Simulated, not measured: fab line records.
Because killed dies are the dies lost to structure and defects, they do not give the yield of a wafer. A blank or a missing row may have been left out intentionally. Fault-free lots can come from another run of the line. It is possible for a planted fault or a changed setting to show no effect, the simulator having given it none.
The tool behind it: which one?	flow rit_cmos	Sampling: 14 lots, 42 wafers, 2 of 202 route steps

== WHAT THE GAUGES SHOWED, per wafer ==
RIT_CONTACT_THK_MEAS_01. Usual: CONTACT_TEOS_THK typically reads 401 nm, with standard deviation 5.7.
lot	measured	on	CONTACT_TEOS_THK (nm)	flag
L248	day 3 10:47	film_metro-04	397 402 403	
L249	day 3 14:17	film_metro-04	393 388 393	
L250	day 3 18:03	film_metro-03	398 410 406	
L251	day 4 00:28	film_metro-04	397 401 401	
L252	day 4 06:41	film_metro-04	401 399 413	
L253	day 4 16:13	film_metro-04	398 389 402	
L255	day 4 20:20	film_metro-03	393 389 398	
L257	day 5 10:31	film_metro-04	398 402 403	
L258	day 5 15:52	film_metro-03	400 409 405	
L259	day 5 18:35	film_metro-03	414 404 408	
L262	day 6 08:07	film_metro-01	400 405 401	
L264	day 6 23:01	film_metro-04	312 398 402	OFF
L267	day 7 11:58	film_metro-03	321 326 409	OFF
L270	day 8 02:13	film_metro-04	397 392 405	

== EACH LOT AND THE TOOL THAT RAN IT (in order: tool; ch and the chambers of the sampled wafers; start) ==
lot	RIT_CONTACT_CVD_00
L248	pecvd-01 ch 1,2, day 3 10:43
L249	pecvd-03 ch 0,2, day 3 14:14
L250	pecvd-02 ch 0,1,2, day 3 17:59
L251	pecvd-01 ch 0,1, day 4 00:25
L252	pecvd-03 ch 0,1,2, day 4 06:38
L253	pecvd-02 ch 1,2, day 4 16:10
L255	pecvd-03 ch 0,1, day 4 20:17
L257	pecvd-01 ch 0,1,2, day 5 10:28
L258	pecvd-03 ch 0,1,2, day 5 15:49
L259	pecvd-02 ch 0,1,2, day 5 18:31
L262	pecvd-02 ch 1,2, day 6 08:04
L264	pecvd-03 ch 0,1, day 6 22:56
L267	pecvd-03 ch 0,1, day 7 11:54
L270	pecvd-01 ch 1,2, day 8 02:10
- RIT_CONTACT_CVD_00: deposits SiO2 from TEOS, target thk 400 nm, time 61 s.

== AS READ BY THE TOOLS THEMSELVES (means over the sampled wafers that have a number; for cases with no such wafer, the mark the record gives instead) ==
RIT_CONTACT_CVD_00. Usual: heater_power_w at 337 W, with a standard deviation of 48.
lot	tool	heater_power_w (W)	flag
L248	pecvd-01	371	
L249	pecvd-03	370	
L250	pecvd-02	310	
L251	pecvd-01	285	
L252	pecvd-03	356	
L253	pecvd-02	309	
L255	pecvd-03	302	
L257	pecvd-01	346	
L258	pecvd-03	339	
L259	pecvd-02	346	
L262	pecvd-02	301	
L264	pecvd-03	325	
L267	pecvd-03	314	
L270	pecvd-01	339	

== THE ANSWER, worked out from the rows above alone ==
Rule: take the mean of a lot's wafers that have a number; if it is more than 3 standard deviations from the usual mean, the lot is off. A lot without any number at a reading at which 4 lots or more have one is off too. Any other lot the step has rows for is counted as sound. Order of review: gauges by route order, followed by the tools' own readings, for which a lot's mean as printed above is used. The first step at which some lot is off is used, and at that step the reading that is off furthest; a lot without a number counts as furthest.
Off: L264, L267, seen at RIT_CONTACT_THK_MEAS_01 (CONTACT_TEOS_THK).
If a tool, at a process step before that reading, ran all the lots that are off and no sound lot after the first of them, it fits. Those tools and the gauges at RIT_CONTACT_THK_MEAS_01 are tried in the same way. One fits: RIT_CONTACT_CVD_00 on pecvd-03. A fault onset in the window from L258 (day 5 15:49, its last sound lot) to L264 (day 6 22:56, its first lot off) fits.

== WHAT WAS PUT IN BY THE SIMULATOR ==
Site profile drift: pecvd-03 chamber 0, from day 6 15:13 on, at RIT_CONTACT_CVD_00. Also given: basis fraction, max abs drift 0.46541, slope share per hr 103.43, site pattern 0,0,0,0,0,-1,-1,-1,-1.
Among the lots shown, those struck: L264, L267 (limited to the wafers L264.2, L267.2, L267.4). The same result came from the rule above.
